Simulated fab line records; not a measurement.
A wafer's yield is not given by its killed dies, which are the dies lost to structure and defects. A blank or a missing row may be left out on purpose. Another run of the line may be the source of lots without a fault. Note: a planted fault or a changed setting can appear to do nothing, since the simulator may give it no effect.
fab line records + flow rit_cmos
record
- lots=15
- wafers=45
- last_day=7
route steps=202 shown REOX@101
lots with no fault: from the same line, run without faults
start_h: hours from the record's first day to the start of the lot's first wafer shown + wait_h: hours since the lot's step before + " repeats the value in the row above + L1.1+2: several wafers, shown together as one row + - no value, or no start given + * or withheld: withheld + < > ~ a bound
route shown NAME@n: names a module that has steps shown in the file, with the first one's number in the route + usual: the fault-free wafers' mean and standard deviation + same: alike in all rows + chamber/n: place in a boat + sites: readings site by site + _std_site: the values' standard deviation + _edge_site: the outer-site mean with the inner-site mean subtracted + radius_mm: how far each site lies from the wafer's centre + mask NAME#n: copy n + behind: the tool/chamber that last shaped the wafer + hold: why the lot was held/for how many hours/how that ended + device: the n, p or np transistor that did not switch + end of line: tests of these same wafers at the route's end + where a step has no rows: the recipe by itself + killed: not the wafer's yield, but the dies lost to structure and defects at the first sort + map: shows each die of a wafer: x if killed, . if not, _ if none is there
set.NAME: the setting that was run; set.NAME@STEP: the one run at that earlier step + model.NAME: the simulator's own value behind a step, which no gauge read
steps of the route over a sample of lots; a table a step, a row a wafer
services: from which hour (start_h, from the record's first day; less than 0 if before it) a tool's chamber was out of use, for how many hours, and why
## steps
# step RIT_REOX_OXIDATION_03
# recipe
- temp_c=900
- ambient=O2
- target_thk_a=252
- ox_time_s=5580
# usual
- spike_tc_centre_C=903.6/1.3
- spike_tc_load_C=924.3/2.7
- spike_tc_source_C=921.0/2.6
# same
- ox_time_s=5580
| lot.wafer | tool       | chamber | start_h | wait_h | spike_tc_centre_C | spike_tc_load_C | spike_tc_source_C |
|-----------|------------|---------|---------|--------|-------------------|-----------------|-------------------|
| L288.1    | furnace-01 | 0       | 40.38   | 0.0    | 905.0             | 920.9           | 918.8             |
| L288.3    | "          | 0       | "       | "      | 903.9             | 920.8           | 920.3             |
| L288.4    | "          | 0       | "       | "      | 904.8             | 920.9           | 920.6             |
| L289.1    | furnace-03 | 0       | 44.52   | 0.0    | 902.3             | 927.0           | 917.4             |
| L289.2    | "          | 0       | "       | "      | 903.8             | 926.8           | 922.1             |
| L289.5    | "          | 0       | "       | "      | 903.5             | 926.5           | 918.8             |
| L290.1    | furnace-01 | 0       | 47.41   | 0.0    | 904.2             | 921.6           | 920.6             |
| L290.3    | "          | 0       | "       | "      | 903.7             | 923.6           | 921.2             |
| L290.5    | "          | 0       | "       | "      | 903.7             | 921.4           | 920.9             |
| L292.2    | furnace-03 | 0       | 59.77   | 0.0    | 902.5             | 926.6           | 917.7             |
| L292.4    | "          | 0       | "       | "      | 901.6             | 926.5           | 918.0             |
| L292.5    | "          | 0       | "       | "      | 903.4             | 927.4           | 921.4             |
| L293.2    | furnace-01 | 0       | 64.75   | 0.0    | 905.4             | 921.9           | 920.1             |
| L293.3    | "          | 0       | "       | "      | 905.0             | 922.2           | 921.3             |
| L293.6    | "          | 0       | "       | "      | 905.9             | 921.5           | 921.3             |
| L294.1    | furnace-01 | 0       | 67.75   | 0.0    | 904.1             | 922.8           | 920.2             |
| L294.2    | "          | 0       | "       | "      | 905.1             | 921.3           | 921.6             |
| L294.3    | "          | 0       | "       | "      | 903.2             | 921.7           | 922.4             |
| L295.1    | furnace-01 | 0       | 72.67   | 0.0    | 903.4             | 922.1           | 921.3             |
| L295.3    | "          | 0       | "       | "      | 905.6             | 922.5           | 922.4             |
| L295.5    | "          | 0       | "       | "      | 902.9             | 922.0           | 920.6             |
| L296.1    | furnace-03 | 0       | 77.48   | 0.0    | 902.7             | 928.1           | 918.8             |
| L296.2    | "          | 0       | "       | "      | 903.4             | 925.9           | 917.7             |
| L296.3    | "          | 0       | "       | "      | 904.6             | 926.0           | 918.7             |
| L298.1    | furnace-03 | 0       | 88.46   | 0.0    | 901.8             | 926.0           | 918.7             |
| L298.3    | "          | 0       | "       | "      | 901.7             | 925.1           | 920.9             |
| L298.5    | "          | 0       | "       | "      | 903.8             | 925.6           | 919.2             |
| L304.2    | furnace-01 | 0       | 125.03  | 3.0    | 906.1             | 920.6           | 920.5             |
| L304.3    | "          | 0       | "       | "      | 905.9             | 922.0           | 921.4             |
| L304.5    | "          | 0       | "       | "      | 904.7             | 921.3           | 920.4             |
| L306.1    | furnace-03 | 0       | 133.44  | 0.0    | 913.5             | 934.7           | 929.9             |
| L306.4    | "          | 0       | "       | "      | 913.8             | 935.6           | 929.6             |
| L306.6    | "          | 0       | "       | "      | 911.5             | 935.8           | 929.5             |
| L307.2    | furnace-03 | 0       | 137.72  | 0.6    | 913.0             | 937.1           | 928.1             |
| L307.4    | "          | 0       | "       | "      | 912.6             | 935.5           | 931.9             |
| L307.5    | "          | 0       | "       | "      | 912.0             | 936.9           | 929.9             |
| L308.1    | furnace-03 | 0       | 142.32  | 0.0    | 913.3             | 935.0           | 931.1             |
| L308.2    | "          | 0       | "       | "      | 913.1             | 937.8           | 929.7             |
| L308.3    | "          | 0       | "       | "      | 912.6             | 936.7           | 928.6             |
| L309.2    | furnace-01 | 0       | 147.58  | 0.0    | 903.3             | 923.0           | 920.7             |
| L309.4    | "          | 0       | "       | "      | 903.7             | 920.5           | 920.4             |
| L309.5    | "          | 0       | "       | "      | 903.8             | 922.2           | 920.2             |
| L311.1    | furnace-01 | 0       | 153.91  | 0.0    | 905.6             | 921.3           | 921.8             |
| L311.5    | "          | 0       | "       | "      | 904.1             | 921.8           | 920.8             |
| L311.6    | "          | 0       | "       | "      | 905.8             | 923.5           | 920.2             |
# step RIT_REOX_THK_MEAS_04
# recipe
- reads=SiO2_of_REOX_OXIDATION_03
# usual
- REOX_OXIDE_THK=25.0/0.47
| lot.wafer | tool          | chamber | start_h | wait_h | REOX_OXIDE_THK[nm] |
|-----------|---------------|---------|---------|--------|--------------------|
| L288.1    | film_metro-04 | -       | 42.93   | 0.0    | 25.0               |
| L288.3    | "             | -       | "       | "      | 25.0               |
| L288.4    | "             | -       | "       | "      | 25.6               |
| L289.1    | film_metro-03 | -       | 47.07   | 0.0    | 24.2               |
| L289.2    | "             | -       | "       | "      | 24.3               |
| L289.5    | "             | -       | "       | "      | 24.6               |
| L290.1    | film_metro-03 | -       | 49.96   | 0.0    | 25.4               |
| L290.3    | "             | -       | "       | "      | 26.2               |
| L290.5    | "             | -       | "       | "      | 26.1               |
| L292.2    | film_metro-02 | -       | 62.33   | 0.0    | 24.6               |
| L292.4    | "             | -       | "       | "      | 24.6               |
| L292.5    | "             | -       | "       | "      | 24.5               |
| L293.2    | film_metro-04 | -       | 67.31   | 0.0    | 25.2               |
| L293.3    | "             | -       | "       | "      | 25.2               |
| L293.6    | "             | -       | "       | "      | 25.2               |
| L294.1    | film_metro-04 | -       | 70.30   | 0.0    | 24.4               |
| L294.2    | "             | -       | "       | "      | 25.1               |
| L294.3    | "             | -       | "       | "      | 24.6               |
| L295.1    | film_metro-03 | -       | 75.22   | 0.0    | 24.6               |
| L295.3    | "             | -       | "       | "      | 24.5               |
| L295.5    | "             | -       | "       | "      | 24.7               |
| L296.1    | film_metro-03 | -       | 80.03   | 0.0    | 24.2               |
| L296.2    | "             | -       | "       | "      | 24.7               |
| L296.3    | "             | -       | "       | "      | 24.8               |
| L298.1    | film_metro-02 | -       | 91.01   | 0.0    | 25.5               |
| L298.3    | "             | -       | "       | "      | 25.3               |
| L298.5    | "             | -       | "       | "      | 25.5               |
| L304.2    | film_metro-04 | -       | 127.59  | 0.0    | 25.0               |
| L304.3    | "             | -       | "       | "      | 25.1               |
| L304.5    | "             | -       | "       | "      | 24.8               |
| L306.1    | film_metro-02 | -       | 135.99  | 0.0    | 27.9               |
| L306.4    | "             | -       | "       | "      | 27.4               |
| L306.6    | "             | -       | "       | "      | 27.6               |
| L307.2    | film_metro-03 | -       | 140.28  | 0.0    | 28.2               |
| L307.4    | "             | -       | "       | "      | 28.6               |
| L307.5    | "             | -       | "       | "      | 28.9               |
| L308.1    | film_metro-04 | -       | 144.87  | 0.0    | 27.4               |
| L308.2    | "             | -       | "       | "      | 27.4               |
| L308.3    | "             | -       | "       | "      | 27.5               |
| L309.2    | film_metro-03 | -       | 150.14  | 0.0    | 24.7               |
| L309.4    | "             | -       | "       | "      | 24.8               |
| L309.5    | "             | -       | "       | "      | 24.7               |
| L311.1    | film_metro-03 | -       | 156.46  | 0.0    | 23.9               |
| L311.5    | "             | -       | "       | "      | 23.8               |
| L311.6    | "             | -       | "       | "      | 24.4               |
## services
| tool       | chamber | start_h | hours | kind |
|------------|---------|---------|-------|------|
| furnace-01 | -       | 98.39   | 2.6   | pm   |
| furnace-03 | -       | 102.05  | 5.5   | pm   |
| furnace-01 | -       | 112.59  | 1.3   | pm   |
| furnace-03 | -       | 114.67  | 3.3   | pm   |
## key
first_sign
- step=RIT_REOX_OXIDATION_03
- reading=spike_tc_centre_C
- direction=up
- sigmas=6.9
- usual=903.6
- struck=912.8
effect
- step=RIT_REOX_OXIDATION_03
- reading=spike_tc_load_C
- direction=up
- sigmas=4.5
- usual=924.3
- struck=936.1
effect
- step=RIT_REOX_THK_MEAS_04
- reading=REOX_OXIDE_THK
- direction=up
- sigmas=6.2
- usual=25.0
- struck=27.9
met_at RIT_REOX_OXIDATION_03
struck_lots L306,L307,L308
tester_left_out L306,L307,L308
fault
- kind=process_parameter_drift
- tool=furnace-03
- chamber=-
- onset_h=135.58
- steps=RIT_REOX_OXIDATION_03
- channel=temp_c
- offset=*
- shape=step
- end_h=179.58
- acts_in=*
- stated=*
# tester_left_out: of these lots the tester's yield and bins aren't shown, on N5 and GAA mostly nor the transistor test; their killed dies are dies lost to structure and defects alone, not to doping, threshold or leakage, so they don't give the yield
